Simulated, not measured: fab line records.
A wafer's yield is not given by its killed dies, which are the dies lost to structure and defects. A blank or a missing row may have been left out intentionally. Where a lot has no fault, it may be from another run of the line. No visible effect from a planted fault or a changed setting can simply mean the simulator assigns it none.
What tool caused it? / flow berkeleyCmos170 / route of 331 steps, sampled at 1 step: 7 lots, 21 wafers

## WHAT THE GAUGES SHOWED, per wafer
UCB170_SACOX_THK_MEAS_02.
lot=L788; measured=day 6 17:35; on=filmMetro-04; SACOX_OXIDE_THK (nm)=14.5 14.5 14.4
lot=L795; measured=day 7 03:50; on=filmMetro-02; SACOX_OXIDE_THK (nm)=14.4 14.4 14.6
lot=L802; measured=day 9 05:14; on=filmMetro-04; SACOX_OXIDE_THK (nm)=13.8 13.7 13.8
lot=L804; measured=day 9 20:19; on=filmMetro-01; SACOX_OXIDE_THK (nm)=14.6 14.3 14.5
lot=L806; measured=day 9 20:20; on=filmMetro-04; SACOX_OXIDE_THK (nm)=14.5 14.4 14.4
lot=L808; measured=day 10 08:44; on=filmMetro-02; SACOX_OXIDE_THK (nm)=14.2 14.1 14.2
lot=L810; measured=day 10 20:04; on=filmMetro-01; SACOX_OXIDE_THK (nm)=14.7 14.6 14.8

## TOOL THAT RAN EACH LOT (tool first, then ch and the chambers of the sampled wafers, then the start)
Before these readings, the record contains no process step.

## THE ANSWER, worked out from the rows above alone
Rule: usual is defined by the lots themselves. The widest of any qualifying gaps counts: lots, ordered by their means at a reading, are off when they make up no more than a third of the lots, leave a main group of 4 or more, and stand apart from it by 3 or more times the standard deviation of that group's means. If all means in a main group match to the digits the tables above print for the reading, that group is not used. Also off: a lot with no number at a reading for which 4 or more lots have one. The other lots that the step has rows for count as sound.
Nothing can be told from this: no lot is off at any reading shown.

## WHAT THE SIMULATOR HAD PUT IN
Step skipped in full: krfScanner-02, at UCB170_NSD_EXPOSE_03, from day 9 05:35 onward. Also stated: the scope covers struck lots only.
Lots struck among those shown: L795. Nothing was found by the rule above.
